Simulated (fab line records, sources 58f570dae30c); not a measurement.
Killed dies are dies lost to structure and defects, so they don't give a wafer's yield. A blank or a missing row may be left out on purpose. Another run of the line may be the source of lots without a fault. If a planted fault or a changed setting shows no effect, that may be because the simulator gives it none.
Which tool was responsible?    flow berkeleyCmos170    18 wafers sampled from 6 lots at 1 step of a route of 331

== WHAT THE GAUGES READ, wafer by wafer ==
UCB170_PSD_OVL_MEAS_07.
lot   measured      on          PSD_OVL (nm)
L768  day 6 17:27   overlay-01  -6 1 -5
L772  day 6 22:35   overlay-01  1 -4 -2
L774  day 7 15:53   overlay-01  -3 -3 -2
L778  day 8 23:40   overlay-02  0 7 3
L781  day 9 16:40   overlay-02  4 8 4
L789  day 11 07:12  overlay-01  2 2 8

== EACH LOT AND THE TOOL THAT RAN IT (in order: tool; ch and the chambers of the sampled wafers; start) ==
Before these readings, the record contains no process step.

== THE ANSWER, worked out from the rows above alone ==
Rule: the usual values come from the lots themselves. The widest of any qualifying gaps counts: lots, ordered by their means at a reading, are off when they make up no more than a third of the lots, leave a main group of 4 or more, and stand apart from it by 3 or more times the standard deviation of that group's means. A main group whose means are all the same, to the digits that the tables above print for the reading, isn't used. A lot without any number at a reading at which 4 lots or more have one is off too. Where the step has rows for the other lots, those lots are counted as sound.
None of the lots is off at any reading shown; this tells nothing.

== WHAT THE SIMULATOR HAD PUT IN ==
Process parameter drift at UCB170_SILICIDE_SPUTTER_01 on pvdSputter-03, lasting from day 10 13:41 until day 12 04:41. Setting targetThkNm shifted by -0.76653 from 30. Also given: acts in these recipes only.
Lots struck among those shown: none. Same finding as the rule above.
